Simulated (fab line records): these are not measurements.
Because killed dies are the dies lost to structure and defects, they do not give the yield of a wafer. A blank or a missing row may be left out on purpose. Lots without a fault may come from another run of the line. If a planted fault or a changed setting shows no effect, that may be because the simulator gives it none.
fab line records / flow rit_cmos
record lots=14 wafers=42 last_day=7
route steps=202 shown GATE@76 M1@202
lots untouched by any fault: they come from a run of this same line in which no faults occurred
start_h: hours from the record's opening day to when the first of the lot's shown wafers began / wait_h: hours elapsed since this lot's preceding step / " unchanged from the row above / L1.1+2: a row that stands for several wafers / - either no value or no given start / * or withheld: withheld / < > ~ a bound
route shown NAME@n: NAME is a module with steps in the file, n the number in the route of the first one / usual: mean and standard deviation over wafers with no fault / same: alike in all rows / chamber/n: place in a boat / sites: the reading at each site / _std_site: their standard deviation / _edge_site: outer sites' mean less inner sites' / radius_mm: how far each site lies from the wafer's centre / mask NAME#n: copy n / behind: tool/chamber where the wafer was last shaped / hold: the reason the lot was held/the length of the hold in hours/how it ended / device: the n, p or np transistor that did not switch / end of line: the tests these same wafers got at the end of their route / where a step has no rows: the recipe by itself / killed: not the wafer's yield, but the dies lost to structure and defects at the first sort / map: the dies of a wafer, with x for killed, . for not killed, _ for no die there
set.NAME: setting as actually run; set.NAME@STEP: the setting as run at that earlier step / model.NAME: the simulator's own value behind a step, which no gauge read
a sample of lots followed through the steps of the route, with each step as a table and each wafer as a row
services: the hour from which a tool's chamber was out of use, counted from the record's first day as start_h (under 0 if before that day), plus the number of hours and why
## steps
# step RIT_GATE_CLEAN_01
# recipe chemistry=SC1 mix=3:3:50 time_s=600 temp_c=75
# usual bath_guard_temp_C=74.9/0.45 bath_heat_duty_pct=16.2/2
lot.wafer=L383.2 tool=wet_bench-04 chamber=0 start_h=33.09 wait_h=0.0 bath_guard_temp_C=74.8 bath_heat_duty_pct=17.3
lot.wafer=L383.4 tool=wet_bench-04 chamber=0 start_h=33.09 wait_h=0.0 bath_guard_temp_C=74.8 bath_heat_duty_pct=16.1
lot.wafer=L383.6 tool=wet_bench-04 chamber=0 start_h=33.09 wait_h=0.0 bath_guard_temp_C=74.6 bath_heat_duty_pct=17.8
lot.wafer=L385.1 tool=wet_bench-03 chamber=2 start_h=41.25 wait_h=0.0 bath_guard_temp_C=75.2 bath_heat_duty_pct=14.5
lot.wafer=L385.3 tool=wet_bench-03 chamber=2 start_h=41.25 wait_h=0.0 bath_guard_temp_C=75.1 bath_heat_duty_pct=13.9
lot.wafer=L385.6 tool=wet_bench-03 chamber=2 start_h=41.25 wait_h=0.0 bath_guard_temp_C=75.0 bath_heat_duty_pct=13.2
lot.wafer=L386.1 tool=wet_bench-04 chamber=1 start_h=46.34 wait_h=0.0 bath_guard_temp_C=74.6 bath_heat_duty_pct=14.8
lot.wafer=L386.4 tool=wet_bench-04 chamber=1 start_h=46.34 wait_h=0.0 bath_guard_temp_C=74.7 bath_heat_duty_pct=14.1
lot.wafer=L386.5 tool=wet_bench-04 chamber=1 start_h=46.34 wait_h=0.0 bath_guard_temp_C=74.5 bath_heat_duty_pct=16.4
lot.wafer=L387.2 tool=wet_bench-01 chamber=0 start_h=52.41 wait_h=0.0 bath_guard_temp_C=75.6 bath_heat_duty_pct=16.7
lot.wafer=L387.3 tool=wet_bench-01 chamber=0 start_h=52.41 wait_h=0.0 bath_guard_temp_C=75.6 bath_heat_duty_pct=16.4
lot.wafer=L387.5 tool=wet_bench-01 chamber=0 start_h=52.41 wait_h=0.0 bath_guard_temp_C=76.0 bath_heat_duty_pct=16.5
lot.wafer=L394.1 tool=wet_bench-04 chamber=1 start_h=87.04 wait_h=0.0 bath_guard_temp_C=74.6 bath_heat_duty_pct=15.5
lot.wafer=L394.3 tool=wet_bench-04 chamber=1 start_h=87.04 wait_h=0.0 bath_guard_temp_C=74.6 bath_heat_duty_pct=16.0
lot.wafer=L394.5 tool=wet_bench-04 chamber=1 start_h=87.04 wait_h=0.0 bath_guard_temp_C=74.7 bath_heat_duty_pct=16.0
lot.wafer=L395.2 tool=wet_bench-04 chamber=2 start_h=92.61 wait_h=0.0 bath_guard_temp_C=- bath_heat_duty_pct=-
lot.wafer=L395.5 tool=wet_bench-04 chamber=2 start_h=92.61 wait_h=0.0 bath_guard_temp_C=- bath_heat_duty_pct=-
lot.wafer=L395.6 tool=wet_bench-04 chamber=2 start_h=92.61 wait_h=0.0 bath_guard_temp_C=- bath_heat_duty_pct=-
lot.wafer=L396.3 tool=wet_bench-04 chamber=3 start_h=98.49 wait_h=0.0 bath_guard_temp_C=- bath_heat_duty_pct=-
lot.wafer=L396.4 tool=wet_bench-04 chamber=3 start_h=98.49 wait_h=0.0 bath_guard_temp_C=- bath_heat_duty_pct=-
lot.wafer=L396.5 tool=wet_bench-04 chamber=3 start_h=98.49 wait_h=0.0 bath_guard_temp_C=- bath_heat_duty_pct=-
lot.wafer=L397.1 tool=wet_bench-01 chamber=2 start_h=105.30 wait_h=0.0 bath_guard_temp_C=74.7 bath_heat_duty_pct=17.3
lot.wafer=L397.3 tool=wet_bench-01 chamber=2 start_h=105.30 wait_h=0.0 bath_guard_temp_C=74.5 bath_heat_duty_pct=19.2
lot.wafer=L397.5 tool=wet_bench-01 chamber=2 start_h=105.30 wait_h=0.0 bath_guard_temp_C=74.4 bath_heat_duty_pct=17.1
lot.wafer=L398.2 tool=wet_bench-04 chamber=3 start_h=106.25 wait_h=0.0 bath_guard_temp_C=74.9 bath_heat_duty_pct=14.2
lot.wafer=L398.3 tool=wet_bench-04 chamber=3 start_h=106.25 wait_h=0.0 bath_guard_temp_C=74.8 bath_heat_duty_pct=13.8
lot.wafer=L398.4 tool=wet_bench-04 chamber=3 start_h=106.25 wait_h=0.0 bath_guard_temp_C=75.1 bath_heat_duty_pct=12.6
lot.wafer=L400.2 tool=wet_bench-04 chamber=0 start_h=117.47 wait_h=0.0 bath_guard_temp_C=74.6 bath_heat_duty_pct=16.3
lot.wafer=L400.3 tool=wet_bench-04 chamber=0 start_h=117.47 wait_h=0.0 bath_guard_temp_C=74.9 bath_heat_duty_pct=17.2
lot.wafer=L400.6 tool=wet_bench-04 chamber=0 start_h=117.47 wait_h=0.0 bath_guard_temp_C=74.7 bath_heat_duty_pct=17.1
lot.wafer=L402.1 tool=wet_bench-03 chamber=1 start_h=126.66 wait_h=0.0 bath_guard_temp_C=75.6 bath_heat_duty_pct=17.2
lot.wafer=L402.5 tool=wet_bench-03 chamber=1 start_h=126.66 wait_h=0.0 bath_guard_temp_C=75.2 bath_heat_duty_pct=17.3
lot.wafer=L402.6 tool=wet_bench-03 chamber=1 start_h=126.66 wait_h=0.0 bath_guard_temp_C=75.8 bath_heat_duty_pct=16.6
lot.wafer=L404.2 tool=wet_bench-04 chamber=2 start_h=136.30 wait_h=0.0 bath_guard_temp_C=74.2 bath_heat_duty_pct=15.6
lot.wafer=L404.4 tool=wet_bench-04 chamber=2 start_h=136.30 wait_h=0.0 bath_guard_temp_C=74.1 bath_heat_duty_pct=15.5
lot.wafer=L404.5 tool=wet_bench-04 chamber=2 start_h=136.30 wait_h=0.0 bath_guard_temp_C=74.2 bath_heat_duty_pct=16.3
lot.wafer=L405.1 tool=wet_bench-01 chamber=1 start_h=142.52 wait_h=0.0 bath_guard_temp_C=74.1 bath_heat_duty_pct=14.0
lot.wafer=L405.2 tool=wet_bench-01 chamber=1 start_h=142.52 wait_h=0.0 bath_guard_temp_C=74.4 bath_heat_duty_pct=15.7
lot.wafer=L405.4 tool=wet_bench-01 chamber=1 start_h=142.52 wait_h=0.0 bath_guard_temp_C=74.6 bath_heat_duty_pct=17.2
lot.wafer=L406.1 tool=wet_bench-03 chamber=2 start_h=146.47 wait_h=0.0 bath_guard_temp_C=75.2 bath_heat_duty_pct=14.2
lot.wafer=L406.2 tool=wet_bench-03 chamber=2 start_h=146.47 wait_h=0.0 bath_guard_temp_C=75.3 bath_heat_duty_pct=14.4
lot.wafer=L406.3 tool=wet_bench-03 chamber=2 start_h=146.47 wait_h=0.0 bath_guard_temp_C=74.4 bath_heat_duty_pct=13.9
# step RIT_M1_PROBE_99
# usual killed_at_contacts=0.1/0.24 killed_at_front_end=6.8/2.8 killed_dies=6.9/2.8 killed_open=3.3/1.9 killed_short=3.5/1.8
# same gross_dies=264 killed_at_M0_to_M3=0 killed_at_M4_up=0 killed_at_back_side=0 killed_at_other=0
lot.wafer=L387.2 tool=prober-01 chamber=- start_h=78.72 wait_h=0.1 killed_at_contacts=0 killed_at_front_end=7 killed_dies=7 killed_open=4 killed_short=3
lot.wafer=L387.3 tool=prober-01 chamber=- start_h=78.77 wait_h=0.2 killed_at_contacts=0 killed_at_front_end=5 killed_dies=5 killed_open=2 killed_short=3
lot.wafer=L387.5 tool=prober-01 chamber=- start_h=78.87 wait_h=0.2 killed_at_contacts=0 killed_at_front_end=9 killed_dies=9 killed_open=7 killed_short=2
lot.wafer=L394.1 tool=prober-02 chamber=- start_h=113.49 wait_h=0.1 killed_at_contacts=0 killed_at_front_end=4 killed_dies=4 killed_open=2 killed_short=2
lot.wafer=L394.3 tool=prober-02 chamber=- start_h=113.59 wait_h=0.2 killed_at_contacts=1 killed_at_front_end=0 killed_dies=1 killed_open=0 killed_short=1
lot.wafer=L394.5 tool=prober-02 chamber=- start_h=113.69 wait_h=0.2 killed_at_contacts=0 killed_at_front_end=7 killed_dies=7 killed_open=4 killed_short=3
lot.wafer=L395.2 tool=prober-01 chamber=- start_h=120.23 wait_h=0.1 killed_at_contacts=0 killed_at_front_end=2 killed_dies=2 killed_open=0 killed_short=2
lot.wafer=L395.5 tool=prober-01 chamber=- start_h=120.38 wait_h=0.2 killed_at_contacts=0 killed_at_front_end=6 killed_dies=6 killed_open=2 killed_short=4
lot.wafer=L395.6 tool=prober-01 chamber=- start_h=120.43 wait_h=0.2 killed_at_contacts=0 killed_at_front_end=10 killed_dies=10 killed_open=8 killed_short=2
lot.wafer=L397.1 tool=prober-01 chamber=- start_h=133.74 wait_h=0.4 killed_at_contacts=0 killed_at_front_end=5 killed_dies=5 killed_open=3 killed_short=2
lot.wafer=L397.3 tool=prober-01 chamber=- start_h=133.84 wait_h=0.5 killed_at_contacts=0 killed_at_front_end=5 killed_dies=5 killed_open=0 killed_short=5
lot.wafer=L397.5 tool=prober-01 chamber=- start_h=133.94 wait_h=0.5 killed_at_contacts=0 killed_at_front_end=7 killed_dies=7 killed_open=3 killed_short=4
# killed by level:class
L387.2 FOX1:geometric_particle:short=1 FOX1:geometric_particle:open=1 FOX2:geometric_particle:short=1 GATE:geometric_particle:open=1 REOX:geometric_particle:open=1 SPACER:geometric_particle:short=1 SILICIDE:geometric_particle:open=1
L387.3 GATE:geometric_particle:open=2 FOX1:geometric_particle:short=1 GATE:geometric_particle:short=1 SPACER:geometric_particle:short=1
L387.5 FOX1:geometric_particle:open=3 REOX:geometric_particle:open=2 FOX1:geometric_particle:short=1 GATE:geometric_particle:open=1 REOX:geometric_particle:short=1 SPACER:geometric_particle:open=1
L394.1 GATE:geometric_particle:open=2 GATE:geometric_particle:short=1 SPACER:geometric_particle:short=1
L394.3 CONTACT:geometric_particle:short=1
L394.5 GATE:geometric_particle:open=2 FOX1:geometric_particle:short=1 FOX2:geometric_particle:open=1 REOX:geometric_particle:short=1 SPACER:geometric_particle:short=1 SILICIDE:geometric_particle:open=1
L395.2 GATE:geometric_particle:short=1 REOX:geometric_particle:short=1
L395.5 GATE:geometric_particle:short=4 GATE:geometric_particle:open=1 SPACER:geometric_particle:open=1
L395.6 GATE:geometric_particle:open=5 SPACER:geometric_particle:open=2 FOX1:geometric_particle:open=1 GATE:geometric_particle:short=1 REOX:geometric_particle:short=1
L397.1 FOX1:geometric_particle:short=1 FOX1:geometric_particle:open=1 GATE:geometric_particle:short=1 GATE:geometric_particle:open=1 REOX:geometric_particle:open=1
L397.3 FOX2:geometric_particle:short=3 GATE:geometric_particle:short=1 SPACER:geometric_particle:short=1
L397.5 FOX1:geometric_particle:short=2 FOX2:geometric_particle:open=1 GATE:geometric_particle:short=1 GATE:geometric_particle:open=1 REOX:geometric_particle:short=1 SILICIDE:geometric_particle:open=1
## services
tool=wet_bench-04 chamber=- start_h=89.14 hours=0.6 kind=repair
## key
first_sign step=RIT_GATE_CLEAN_01 reading=tool_record direction=missing
effect none on later readings
met_at RIT_GATE_CLEAN_01
struck_lots L395,L396
tester_left_out L395,L396
onset_between 87.04 92.61
fault kind=skipped_step_whole tool=wet_bench-04 chamber=- onset_h=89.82 steps=RIT_GATE_CLEAN_01 scope=struck_lots_only
# tester_left_out: of these lots the tester's yield and bins aren't shown, on N5 and GAA mostly nor the transistor test; their killed dies are dies lost to structure and defects alone, not to doping, threshold or leakage, so they don't give the yield
